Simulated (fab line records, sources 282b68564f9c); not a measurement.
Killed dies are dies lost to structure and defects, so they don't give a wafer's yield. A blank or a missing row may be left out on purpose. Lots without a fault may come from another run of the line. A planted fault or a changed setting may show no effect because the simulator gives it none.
fab line records | flow rit_cmos
record lots=5 wafers=15 last_day=7
route steps=202 shown CONTACT@172 M1@184
lots that met no fault: from a run of the same line without faults
start_h: hours from the record's first day to the start of the lot's first wafer shown | wait_h: hours since the lot's step before | " the same as in the row above | L1.1+2: a row that stands for several wafers | - no value, or no start given | * or withheld: withheld | < > ~ a bound
route shown NAME@n: a module of which the file shows steps, and the number in the route of the first | usual: mean/standard deviation of fault-free wafers | same: alike in all rows | chamber/n: place in a boat | sites: the reading at each site | _std_site: their standard deviation | _edge_site: outer sites' mean less inner sites' | radius_mm: how far each site lies from the wafer's centre | mask NAME#n: copy n | behind: the tool/chamber that last shaped the wafer | hold: why the lot was held/for how many hours/how that ended | device: the transistor (n, p or np) that didn't switch | end of line: the same wafers' tests at the end of the route | a step without rows: its recipe alone | killed: dies lost to structure and defects at the first sort, not the wafer's yield | map: a wafer's dies, x killed, . not, _ none there
set.NAME: the setting as run; set.NAME@STEP: as run at that earlier step | model.NAME: the simulator's own value behind a step, which no gauge read
lots at some steps of the route; a table a step, a row a wafer
services: from which hour (start_h, from the record's first day; less than 0 if before it) a tool's chamber was out of use, for how many hours, and why
## steps
# step RIT_CONTACT_SOFTBAKE_04
# recipe resist=NOVOLAK temp_c=90 time_s=60
# step RIT_CONTACT_EXPOSE_05
# recipe mask_id=M11 na=0.6 source_shape=conventional sigma_outer=0.5 target_cd_nm=1000 dose_mj=250
# step RIT_CONTACT_PEB_06
# recipe resist=NOVOLAK temp_c=withheld time_s=withheld
# step RIT_CONTACT_DEVELOP_07
# recipe resist=NOVOLAK develop_time_s=120 dev_temp_c=23
# step RIT_CONTACT_CD_MEAS_08
# recipe target_cd_nm=1000
# usual cd_nm=999.7/2.3
# columns lot.wafer tool chamber start_h wait_h cd_nm
L305.1 cd_sem-01 - 59.06 - 1001.6
L305.2 " - " " 1003.5
L305.4 " - " " 1000.2
L312.3 cd_sem-02 - 93.00 - 1002.1
L312.5 " - " " 1001.3
L312.6 " - " " 1001.1
L319.2 cd_sem-01 - 131.36 - 999.4
L319.5 " - " " 998.9
L319.6 " - " " 998.3
L326.3 cd_sem-02 - 161.53 - 1000.2
L326.5 " - " " 1000.0
L326.6 " - " " 1000.2
L327.1 cd_sem-02 - 167.32 - 1001.1
L327.2 " - " " 1000.2
L327.3 " - " " 1000.4
# step RIT_CONTACT_OVL_MEAS_09
# usual CONTACT_OVL=1.0/1.7
# columns lot.wafer tool chamber start_h wait_h CONTACT_OVL[nm]
L305.1 overlay-01 - 59.18 0.1 1.7
L305.2 " - " " 2.1
L305.4 " - " " 2.9
L312.3 overlay-02 - 93.09 0.1 2.0
L312.5 " - " " 0.9
L312.6 " - " " 2.9
L319.2 overlay-01 - 131.47 0.1 1.4
L319.5 " - " " 1.9
L319.6 " - " " 0.2
L326.3 overlay-01 - 161.62 0.1 -0.7
L326.5 " - " " 1.3
L326.6 " - " " 2.1
L327.1 overlay-02 - 167.44 0.1 0.1
L327.2 " - " " 3.4
L327.3 " - " " 1.8
# step RIT_CONTACT_HARDBAKE_10
# recipe resist=NOVOLAK temp_c=140 time_s=60
# step RIT_CONTACT_ETCH_11
# recipe target_depth_a=4800 over_etch_frac=0.2 stop_on=TiSi2 chemistry=CHF3/CF4/Ar target=SiO2 CHF3_flow_sccm=50 cf4_flow_sccm=10 Ar_flow_sccm=100 O2_flow_sccm=5 pressure_mtorr=100 rf_w=200 time_s=335
# usual CHF3_flow_sccm=50.01/0.15 drypump_motor_current_A=5.5/0.33 mfc_ar_sccm=99.9/0.32 oes_product_au=0.990/0.016 throttle_valve_pct=8.86/0.16
# columns lot.wafer tool chamber start_h wait_h CHF3_flow_sccm drypump_motor_current_A mfc_ar_sccm oes_product_au rf_hours_counter_h throttle_valve_pct
L305.1 rie_diel-03 1 59.36 0.1 50.06 5.5 100.2 0.977 47 8.71
L305.2 " 2 " " 50.09 5.5 99.7 0.997 95 9.01
L305.4 " 3 " " 49.89 5.9 100.1 0.976 104 9.02
L312.3 rie_diel-02 1 93.27 0.1 49.81 5.3 99.7 1.002 5 9.05
L312.5 " 3 " " 49.77 5.5 100.1 1.002 - 8.67
L312.6 " 2 " " 50.21 5.0 100.0 0.970 - 8.78
L319.2 rie_diel-02 1 131.65 0.1 50.18 5.3 100.5 0.994 5 9.04
L319.5 " 1 " " 50.06 5.3 99.7 1.002 - 9.04
L319.6 " 2 " " 49.96 4.9 99.6 0.963 - 8.80
L326.3 rie_diel-03 0 161.79 0.1 49.91 5.1 99.9 0.982 0 8.89
L326.5 " 2 " " 50.06 5.5 99.6 0.998 - 9.01
L326.6 " 3 " " 50.17 5.9 99.8 0.971 - 9.02
L327.1 rie_diel-02 1 167.62 0.1 50.12 5.3 99.7 1.000 6 9.03
L327.2 " 0 " " 50.22 5.8 100.2 0.986 111 8.92
L327.3 " 2 " " 50.06 5.0 99.3 0.965 35 8.79
# step RIT_CONTACT_STRIP_12
# recipe chemistry=O2 time_s=180 resist=NOVOLAK platen_temp_c=withheld power_w=500 pressure_mtorr=4000 o2_flow_sccm=4000
# usual drypump_motor_current_A=5.7/0.48
# columns lot.wafer tool chamber start_h wait_h drypump_motor_current_A rf_hours_counter_h
L305.1 plasma_asher-02 0 59.56 0.1 5.7 41
L305.2 " 1 " " 5.8 41
L305.4 " 0 " " 5.8 -
L312.3 plasma_asher-03 0 93.52 0.2 6.4 -
L312.5 " 0 " " 6.4 -
L312.6 " 1 " " 5.1 -
L319.2 plasma_asher-03 0 131.85 0.1 6.4 33
L319.5 " 0 " " 6.4 -
L319.6 " 1 " " 5.2 -
L326.3 plasma_asher-02 1 162.05 0.2 5.8 -
L326.5 " 0 " " 5.8 -
L326.6 " 1 " " 5.8 -
L327.1 plasma_asher-04 1 167.82 0.1 4.9 57
L327.2 " 0 " " 5.5 57
L327.3 " 0 " " 5.5 -
# step RIT_CONTACT_CD_MEAS_90
# recipe target_cd_nm=1000
# usual cd_nm=999.8/2.2
# columns lot.wafer tool chamber start_h wait_h cd_nm
L305.1 cd_sem-01 - 59.73 0.1 1001.7
L305.2 " - " " 1003.6
L305.4 " - " " 1000.4
L312.3 cd_sem-01 - 93.68 0.1 1002.1
L312.5 " - " " 1000.9
L312.6 " - " " 1001.4
L319.2 cd_sem-02 - 132.04 0.1 999.1
L319.5 " - " " 999.5
L319.6 " - " " 999.2
L326.3 cd_sem-01 - 162.20 0.1 1000.1
L326.5 " - " " 1000.1
L326.6 " - " " 1000.4
L327.1 cd_sem-02 - 167.99 0.1 1001.3
L327.2 " - " " 1000.4
L327.3 " - " " 1000.1
# step RIT_CONTACT_CLEAN_13
# recipe chemistry=SC1 mix=3:3:50 time_s=600 temp_c=75
# step RIT_CONTACT_CLEAN_14
# recipe chemistry=SC2 mix=3:3:50 time_s=600 temp_c=75 dry=n2_spin
# step RIT_M1_SPUTTER_00
# recipe material=Al target_thk_nm=400 power_w=2000 chamber_pressure_pa=0.4 gas=Ar time_s=500 substrate_temp_c=25
# usual throttle_valve_pct=30.1/0.71
# columns lot.wafer tool chamber start_h wait_h throttle_valve_pct model.Al_of_M1_SPUTTER_00.thk_nm
L305.1 pvd_sputter-03 - 60.20 0.0 29.0 405.2
L305.2 " - " " 30.0 404.3
L305.4 " - " " 29.1 404.4
L312.3 pvd_sputter-04 - 94.11 0.0 30.8 405.6
L312.5 " - " " 29.4 406.9
L312.6 " - " " 30.0 407.1
L319.2 pvd_sputter-02 - 132.51 0.0 31.2 397.8
L319.5 " - " " 31.5 397.8
L319.6 " - " " 30.1 392.9
L326.3 pvd_sputter-02 - 162.63 0.0 30.6 416.3
L326.5 " - " " 30.8 415.2
L326.6 " - " " 29.3 397.1
L327.1 pvd_sputter-04 - 168.46 0.0 30.0 398.9
L327.2 " - " " 31.1 401.4
L327.3 " - " " 30.0 402.7
# step RIT_M1_RS_MEAS_01
# recipe thk_meas_gauge=four-point-probe reads=Al_of_M1_SPUTTER_00
# usual M1_AL_RS=0.0736/0.00073
# columns lot.wafer tool chamber start_h wait_h M1_AL_RS[ohm/sq]
L305.1 film_metro-03 - 60.50 0.1 0.0725
L305.2 " - " " 0.0726
L305.4 " - " " 0.0727
L312.3 film_metro-02 - 94.44 0.2 0.0723
L312.5 " - " " 0.0721
L312.6 " - " " 0.0722
L319.2 film_metro-04 - 132.82 0.2 0.0739
L319.5 " - " " 0.0738
L319.6 " - " " 0.0746
L326.3 film_metro-04 - 162.97 0.2 0.0704
L326.5 " - " " 0.0704
L326.6 " - " " 0.0739
L327.1 film_metro-03 - 168.76 0.1 0.0736
L327.2 " - " " 0.0731
L327.3 " - " " 0.0729
# step RIT_M1_THK_MEAS_02
# recipe thk_meas_gauge=xrf reads=Al_of_M1_SPUTTER_00
# usual M1_AL_THK=395/4
# columns lot.wafer tool chamber start_h wait_h M1_AL_THK[nm]
L305.1 film_metro-03 - 60.62 0.1 399
L305.2 " - " " 397
L305.4 " - " " 399
L312.3 film_metro-02 - 94.54 0.1 401
L312.5 " - " " 402
L312.6 " - " " 405
L319.2 film_metro-04 - 132.93 0.1 398
L319.5 " - " " 393
L319.6 " - " " 387
L326.3 film_metro-04 - 163.07 0.1 415
L326.5 " - " " 414
L326.6 " - " " 394
L327.1 film_metro-03 - 168.88 0.1 393
L327.2 " - " " 396
L327.3 " - " " 395
# step RIT_M1_HMDS_03
# recipe prime_time_s=60 prime_temp_c=140
# step RIT_M1_PROBE_99
# usual defect_limited_yield=97.3/1.1 killed_at_contacts=0.1/0.25 killed_at_front_end=7.1/2.9 killed_dies=7.2/2.9 killed_open=3.6/1.9 killed_short=3.5/1.9 sort_bin_3_pad_short=0.1/0.22 sort_bin_5_function=1.5/0.77 sort_bin_6_memory=1.1/0.67 sort_n_pass=256.8/2.9 sort_yield_pct=97.3/1.1
# same gross_dies=264 killed_at_M0_to_M3=0 killed_at_M4_up=0 killed_at_back_side=0 killed_at_other=0
# columns lot.wafer tool chamber start_h wait_h defect_limited_yield[%] killed_at_contacts killed_at_front_end killed_dies killed_open killed_short sort_bin_3_pad_short[%] sort_bin_5_function[%] sort_bin_6_memory[%] sort_n_pass sort_yield_pct[%] model.etest.m1.rs_ohm_sq
L305.1 prober-01 - 64.23 0.1 98.5 0 4 4 3 1 0 0.8 0.8 260.0 98.5 0.07145
L305.2 prober-01 - 64.28 0.1 98.5 0 4 4 3 1 0 1.1 0.4 260.0 98.5 0.07149
L305.4 prober-01 - 64.38 0.2 97.3 0 7 7 3 4 0 1.1 1.5 257.0 97.3 0.07203
L312.3 prober-01 - 98.22 0.2 98.5 0 4 4 2 2 0 0.8 0.8 260.0 98.5 0.0715
L312.5 prober-01 - 98.32 0.2 94.3 0 15 15 8 7 0 2.7 3.0 249.0 94.3 0.0716
L312.6 prober-01 - 98.37 0.2 99.2 0 2 2 2 0 0 0 0.8 262.0 99.2 0.07191
L319.2 prober-02 - 138.05 0.1 97.3 0 7 7 3 4 0.4 1.5 0.8 257.0 97.3 0.07243
L319.5 prober-02 - 138.20 0.2 98.9 0 3 3 1 2 0 0.4 0.8 261.0 98.9 0.07245
L319.6 prober-02 - 138.25 0.2 95.8 1 10 11 4 7 0.4 1.9 1.9 253.0 95.8 0.07395
L326.3 prober-02 - 168.08 0.2 97.3 0 7 7 3 4 0 1.5 1.1 257.0 97.3 0.07004
L326.5 prober-02 - 168.18 0.2 98.5 0 4 4 3 1 0 1.1 0.4 260.0 98.5 0.07009
L326.6 prober-02 - 168.23 0.2 97.7 0 6 6 1 5 0 1.9 0.4 258.0 97.7 0.07304
L327.1 prober-01 - 172.48 0.1 97.0 0 8 8 2 6 0 1.5 1.5 256.0 97.0 0.07267
L327.2 prober-01 - 172.53 0.1 96.2 0 10 10 2 8 0.4 1.5 1.9 254.0 96.2 0.07181
L327.3 prober-01 - 172.58 0.2 96.6 0 9 9 5 4 0 2.3 1.1 255.0 96.6 0.07199
# killed by level:class
L305.1 FOX1:geometric_particle:short=1 FOX2:geometric_particle:open=1 GATE:geometric_particle:open=1 SILICIDE:geometric_particle:open=1
L305.2 ACTIVE:geometric_particle:open=1 FOX1:geometric_particle:open=1 GATE:geometric_particle:open=1 SILICIDE:geometric_particle:short=1
L305.4 FOX1:geometric_particle:short=2 GATE:geometric_particle:open=2 GATE:geometric_particle:short=1 REOX:geometric_particle:open=1 SPACER:geometric_particle:short=1
L312.3 FOX1:geometric_particle:open=1 GATE:geometric_particle:short=1 GATE:geometric_particle:open=1 REOX:geometric_particle:short=1
L312.5 GATE:geometric_particle:open=3 GATE:geometric_particle:short=2 REOX:geometric_particle:short=2 SPACER:geometric_particle:open=2 ACTIVE:geometric_particle:short=1 FOX1:geometric_particle:open=1 REOX:geometric_particle:open=1 SPACER:geometric_particle:short=1
L312.6 REOX:geometric_particle:open=1 SILICIDE:geometric_particle:open=1
L319.2 GATE:geometric_particle:short=3 GATE:geometric_particle:open=2 FOX2:geometric_particle:open=1 REOX:geometric_particle:short=1
L319.5 GATE:geometric_particle:open=1 REOX:geometric_particle:short=1 SPACER:geometric_particle:short=1
L319.6 GATE:geometric_particle:open=2 REOX:geometric_particle:short=2 REOX:geometric_particle:open=2 SPACER:geometric_particle:short=2 GATE:geometric_particle:short=1 SILICIDE:geometric_particle:short=1 CONTACT:geometric_particle:short=1
L326.3 GATE:geometric_particle:open=3 GATE:geometric_particle:short=2 FOX2:geometric_particle:short=1 SPACER:geometric_particle:short=1
L326.5 GATE:geometric_particle:open=3 FOX1:geometric_particle:short=1
L326.6 GATE:geometric_particle:short=4 FOX2:geometric_particle:short=1 GATE:geometric_particle:open=1
L327.1 REOX:geometric_particle:short=3 SILICIDE:geometric_particle:short=2 GATE:geometric_particle:open=1 GATE:geometric_particle:short=1 REOX:geometric_particle:open=1
L327.2 REOX:geometric_particle:short=3 FOX2:geometric_particle:short=2 GATE:geometric_particle:short=2 GATE:geometric_particle:open=2 FOX1:geometric_particle:short=1
L327.3 FOX2:geometric_particle:short=2 REOX:geometric_particle:open=2 FOX1:geometric_particle:open=1 FOX2:geometric_particle:open=1 GATE:geometric_particle:short=1 GATE:geometric_particle:open=1 REOX:geometric_particle:short=1
## services
# columns tool chamber start_h hours kind
pvd_sputter-03 - 35.80 0.5 repair
plasma_asher-04 - 52.02 1.9 repair
pvd_sputter-04 - 70.36 1.3 repair
plasma_asher-02 - 109.32 2.8 pm
rie_diel-03 0 140.42 - clean
rie_diel-03 0 140.42 19.8 scheduled_down
rie_diel-03 0 140.42 19.8 vent_cycle
rie_diel-03 1 159.66 3.9 repair
## key
first_sign step=RIT_M1_RS_MEAS_01 reading=M1_AL_RS direction=down sigmas=4.4 usual=0.0736 struck=0.0704
effect step=RIT_M1_THK_MEAS_02 reading=M1_AL_THK direction=up sigmas=5 usual=395 struck=415
model_effect step=RIT_M1_SPUTTER_00 value=Al_of_M1_SPUTTER_00.thk_nm without=393.2 struck=415.8
model_effect step=RIT_M1_PROBE_99 value=etest.m1.rs_ohm_sq without=0.07406 struck=0.07007
met_at RIT_M1_SPUTTER_00
struck_wafers L326.3,L326.5
fault kind=process_parameter_drift tool=pvd_sputter-02 chamber=- onset_h=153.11 steps=RIT_M1_SPUTTER_00 channel=time_s offset=* shape=step end_h=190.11 stated=* scope=struck_wafers_only
